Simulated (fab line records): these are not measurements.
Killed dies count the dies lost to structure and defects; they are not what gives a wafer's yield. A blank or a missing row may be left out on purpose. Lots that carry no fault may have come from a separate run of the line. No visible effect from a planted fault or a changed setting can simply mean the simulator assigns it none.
fab line records + flow rit-cmos
record
- lots=5
- wafers=23
route steps=202 shown M1@190
start-h: hours from the record's first day to the start of the lot's first wafer shown + wait-h: hours elapsed since this lot's preceding step + " unchanged from the row above + L1.1+2: one row covering several wafers at once + - value missing, or start not given + * or withheld: withheld + < > ~ a bound
route shown NAME@n: a module of which the file shows steps, and the number in the route of the first + usual: average and standard deviation across the fault-free wafers + same: alike in all rows + chamber/n: place in a boat + sites: readings site by site + _std_site: the standard deviation of these + _edge_site: the outer-site mean with the inner-site mean subtracted + radius-mm: for every site, how far away it sits from the centre of the wafer + mask NAME#n: copy n + behind: the last tool/chamber to shape the wafer + hold: why the lot was held/for how many hours/how that ended + device: names the non-switching transistor (n, p or np) + end of line: at the end of the route, the tests of the same wafers + a step given without rows: its recipe and nothing more + killed: dies that structure and defects cost at the first sort, which is not the same as the wafer's yield + map: shows each die of a wafer: x if killed, . if not, _ if none is there
set.NAME: setting as actually run; set.NAME@STEP: the setting as run at that earlier step + model.NAME: the simulator's own value behind a step, which no gauge read
lots with deliberately changed settings; one table per step, one row per wafer
## steps
# step RIT_M1_EXPOSE_06
# recipe
- mask-id=M12
- na=0.6
- source-shape=conventional
- sigma-outer=0.5
- target-cd-nm=2600
- dose-mj=250
| lot.wafer  | tool             | chamber | start-h | wait-h | mask  | set.dose-mj |
|------------|------------------|---------|---------|--------|-------|-------------|
| L074.1+6   | iline-stepper-01 | 0       | 56.14   | 0.2    | M12#0 | 231.9       |
| L074.2+4+5 | "                | 0       | "       | "      | M12#0 | 250         |
| L078.1+3+4 | iline-stepper-02 | 0       | 74.36   | 0.1    | M12#0 | 257.6       |
| L078.2+6   | "                | 0       | "       | "      | M12#0 | 250         |
| L079.2+4+5 | iline-stepper-02 | 0       | 79.55   | 0.1    | M12#0 | 233.5       |
| L079.3+6   | "                | 0       | "       | "      | M12#0 | 250         |
| L084.1+4+5 | iline-stepper-01 | 0       | 106.40  | 0.1    | M12#0 | 250         |
| L085.2+4   | iline-stepper-02 | 0       | 111.99  | 0.2    | M12#0 | 250         |
| L085.3+5+6 | "                | 0       | "       | "      | M12#0 | 242.7       |
# step RIT_M1_PEB_07
# recipe
- resist=NOVOLAK
- temp-c=withheld
- time-s=withheld
# step RIT_M1_DEVELOP_08
# recipe
- resist=NOVOLAK
- develop-time-s=68
- dev-temp-c=24.07
| lot.wafer  | tool           | chamber | start-h | wait-h | set.dose-mj@M1_EXPOSE_06 | model.M1.cd-nm |
|------------|----------------|---------|---------|--------|--------------------------|----------------|
| L074.1     | litho-track-02 | 0       | -       | -      | 231.9                    | 2622           |
| L074.2     | "              | 0       | "       | "      | 250                      | 2602           |
| L074.4     | "              | 0       | "       | "      | 250                      | 2600           |
| L074.5     | "              | 0       | "       | "      | 250                      | 2601           |
| L074.6     | "              | 0       | "       | "      | 231.9                    | 2621           |
| L078.1     | litho-track-04 | 0       | -       | -      | 257.6                    | 2594           |
| L078.2+6   | "              | 0       | "       | "      | 250                      | 2599           |
| L078.3     | "              | 0       | "       | "      | 257.6                    | 2591           |
| L078.4     | "              | 0       | "       | "      | 257.6                    | 2592           |
| L079.2+4   | litho-track-03 | 0       | -       | -      | 233.5                    | 2622           |
| L079.3+6   | "              | 0       | "       | "      | 250                      | 2602           |
| L079.5     | "              | 0       | "       | "      | 233.5                    | 2623           |
| L084.1     | litho-track-03 | 0       | -       | -      | 250                      | 2601           |
| L084.4     | "              | 0       | "       | "      | 250                      | 2600           |
| L084.5     | "              | 0       | "       | "      | 250                      | 2602           |
| L085.2+4   | litho-track-04 | 0       | -       | -      | 250                      | 2599           |
| L085.3+5+6 | "              | 0       | "       | "      | 242.7                    | 2608           |
# step RIT_M1_CD_MEAS_09
# recipe
- target-cd-nm=2600
# usual
- cd-nm=2600.7/1.9
| lot.wafer | tool      | chamber | start-h | wait-h | set.dose-mj@M1_EXPOSE_06 | cd-nm  |
|-----------|-----------|---------|---------|--------|--------------------------|--------|
| L074.1    | cd-sem-01 | -       | 56.57   | -      | 231.9                    | 2621.4 |
| L074.2    | "         | -       | "       | "      | 250                      | 2602.0 |
| L074.4    | "         | -       | "       | "      | 250                      | 2599.8 |
| L074.5    | "         | -       | "       | "      | 250                      | 2600.4 |
| L074.6    | "         | -       | "       | "      | 231.9                    | 2621.3 |
| L078.1    | cd-sem-02 | -       | 74.79   | -      | 257.6                    | 2593.9 |
| L078.2    | "         | -       | "       | "      | 250                      | 2599.5 |
| L078.3    | "         | -       | "       | "      | 257.6                    | 2591.7 |
| L078.4    | "         | -       | "       | "      | 257.6                    | 2592.1 |
| L078.6    | "         | -       | "       | "      | 250                      | 2599.0 |
| L079.2    | cd-sem-01 | -       | 79.98   | -      | 233.5                    | 2622.7 |
| L079.3    | "         | -       | "       | "      | 250                      | 2601.6 |
| L079.4    | "         | -       | "       | "      | 233.5                    | 2622.0 |
| L079.5    | "         | -       | "       | "      | 233.5                    | 2622.5 |
| L079.6    | "         | -       | "       | "      | 250                      | 2601.7 |
| L084.1    | cd-sem-02 | -       | 106.83  | -      | 250                      | 2601.3 |
| L084.4    | "         | -       | "       | "      | 250                      | 2599.7 |
| L084.5    | "         | -       | "       | "      | 250                      | 2602.2 |
| L085.2    | cd-sem-01 | -       | 112.42  | -      | 250                      | 2599.3 |
| L085.3    | "         | -       | "       | "      | 242.7                    | 2607.8 |
| L085.4    | "         | -       | "       | "      | 250                      | 2598.8 |
| L085.5    | "         | -       | "       | "      | 242.7                    | 2608.7 |
| L085.6    | "         | -       | "       | "      | 242.7                    | 2607.5 |
# step RIT_M1_METAL_ETCH_12
# recipe
- stop-on=SiO2
- chemistry=Cl2/BCl3
- target=Al
- time-s=165
- over-etch-frac=0.5
- pressure-mtorr=100
- target-depth-a=6000
- rf-w=250
- Cl2_flow_sccm=60
- bcl3-flow-sccm=50
| lot.wafer | tool         | chamber | start-h | wait-h | set.rf-w | set.dose-mj@M1_EXPOSE_06 | model.NOVOLAK_of_M1_COAT_04.thk-nm | model.M1.cd-nm |
|-----------|--------------|---------|---------|--------|----------|--------------------------|------------------------------------|----------------|
| L074.1    | rie-metal-01 | 1       | 56.98   | 0.2    | 267      | 231.9                    | 776.8                              | 2618           |
| L074.2    | "            | 0       | "       | "      | 250      | 250                      | 794.3                              | 2601           |
| L074.4    | "            | 0       | "       | "      | 267      | 250                      | 767                                | 2595           |
| L074.5    | "            | 1       | "       | "      | 250      | 250                      | 796.3                              | 2601           |
| L074.6    | "            | 0       | "       | "      | 250      | 231.9                    | 793.2                              | 2621           |
| L078.1    | rie-metal-03 | 0       | 75.20   | 0.2    | 268.3    | 257.6                    | 793.1                              | 2593           |
| L078.2    | "            | 1       | "       | "      | 250      | 250                      | 802.6                              | 2596           |
| L078.3    | "            | 1       | "       | "      | 268.3    | 257.6                    | 775.8                              | 2583           |
| L078.4    | "            | 0       | "       | "      | 250      | 257.6                    | 809.7                              | 2595           |
| L078.6    | "            | 1       | "       | "      | 250      | 250                      | 801                                | 2595           |
| L079.2    | rie-metal-02 | 0       | 80.37   | 0.2    | 269.2    | 233.5                    | 788.9                              | 2623           |
| L079.3    | "            | 0       | "       | "      | 250      | 250                      | 813.2                              | 2605           |
| L079.4    | "            | 1       | "       | "      | 269.2    | 233.5                    | 790                                | 2622           |
| L079.5    | "            | 0       | "       | "      | 250      | 233.5                    | 815.3                              | 2627           |
| L079.6    | "            | 1       | "       | "      | 250      | 250                      | 813.6                              | 2604           |
| L084.1    | rie-metal-03 | 0       | 107.24  | 0.2    | 250      | 250                      | 811.8                              | 2604           |
| L084.4    | "            | 0       | "       | "      | 250      | 250                      | 810.4                              | 2603           |
| L084.5    | "            | 1       | "       | "      | 250      | 250                      | 795                                | 2599           |
| L085.2    | rie-metal-02 | 1       | 112.80  | 0.2    | 250      | 250                      | 818.7                              | 2603           |
| L085.3    | "            | 1       | "       | "      | 250      | 242.7                    | 817.6                              | 2612           |
| L085.4    | "            | 0       | "       | "      | 250      | 250                      | 815.4                              | 2602           |
| L085.5    | "            | 1       | "       | "      | 250      | 242.7                    | 811.7                              | 2611           |
| L085.6    | "            | 0       | "       | "      | 250      | 242.7                    | 813.3                              | 2611           |
# step RIT_M1_STRIP_13
# recipe
- chemistry=nmp
- resist=NOVOLAK
- temp-c=80
- time-s=600
- dry=n2-spin
# step RIT_M1_STRIP_14
# recipe
- chemistry=O2
- time-s=180
- platen-temp-c=withheld
- power-w=500
- pressure-mtorr=4000
- o2-flow-sccm=4000
# step RIT_M1_CD_MEAS_90
# recipe
- target-cd-nm=2600
# usual
- cd-nm=2601/3.6
| lot.wafer | tool      | chamber | start-h | wait-h | set.dose-mj@M1_EXPOSE_06 | cd-nm |
|-----------|-----------|---------|---------|--------|--------------------------|-------|
| L074.1    | cd-sem-02 | -       | 57.49   | 0.1    | 231.9                    | 2618  |
| L074.2    | "         | -       | "       | "      | 250                      | 2601  |
| L074.4    | "         | -       | "       | "      | 250                      | 2595  |
| L074.5    | "         | -       | "       | "      | 250                      | 2601  |
| L074.6    | "         | -       | "       | "      | 231.9                    | 2621  |
| L078.1    | cd-sem-02 | -       | 75.71   | 0.1    | 257.6                    | 2592  |
| L078.2    | "         | -       | "       | "      | 250                      | 2596  |
| L078.3    | "         | -       | "       | "      | 257.6                    | 2583  |
| L078.4    | "         | -       | "       | "      | 257.6                    | 2594  |
| L078.6    | "         | -       | "       | "      | 250                      | 2595  |
| L079.2    | cd-sem-01 | -       | 80.90   | 0.1    | 233.5                    | 2622  |
| L079.3    | "         | -       | "       | "      | 250                      | 2605  |
| L079.4    | "         | -       | "       | "      | 233.5                    | 2622  |
| L079.5    | "         | -       | "       | "      | 233.5                    | 2627  |
| L079.6    | "         | -       | "       | "      | 250                      | 2604  |
| L084.1    | cd-sem-02 | -       | 107.75  | 0.1    | 250                      | 2603  |
| L084.4    | "         | -       | "       | "      | 250                      | 2602  |
| L084.5    | "         | -       | "       | "      | 250                      | 2599  |
| L085.2    | cd-sem-02 | -       | 113.34  | 0.1    | 250                      | 2603  |
| L085.3    | "         | -       | "       | "      | 242.7                    | 2612  |
| L085.4    | "         | -       | "       | "      | 250                      | 2602  |
| L085.5    | "         | -       | "       | "      | 242.7                    | 2612  |
| L085.6    | "         | -       | "       | "      | 242.7                    | 2611  |
## key
split
- step=RIT_M1_EXPOSE_06
- setting=dose-mj
- stated=250
- by=wafer
response
- step=RIT_M1_DEVELOP_08
- reading=model.M1.cd-nm
- change=-2.92
- per=1%
- r=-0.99
response
- step=RIT_M1_CD_MEAS_09
- reading=cd-nm
- change=-2.93
- per=1%
- r=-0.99
response
- step=RIT_M1_METAL_ETCH_12
- reading=model.M1.cd-nm
- change=-2.82
- per=1%
- r=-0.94
response
- step=RIT_M1_CD_MEAS_90
- reading=cd-nm
- change=-2.81
- per=1%
- r=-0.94
split
- step=RIT_M1_METAL_ETCH_12
- setting=rf-w
- stated=250
- by=wafer
response
- step=RIT_M1_METAL_ETCH_12
- reading=model.NOVOLAK_of_M1_COAT_04.thk-nm
- change=-3.08
- per=1%
- r=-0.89
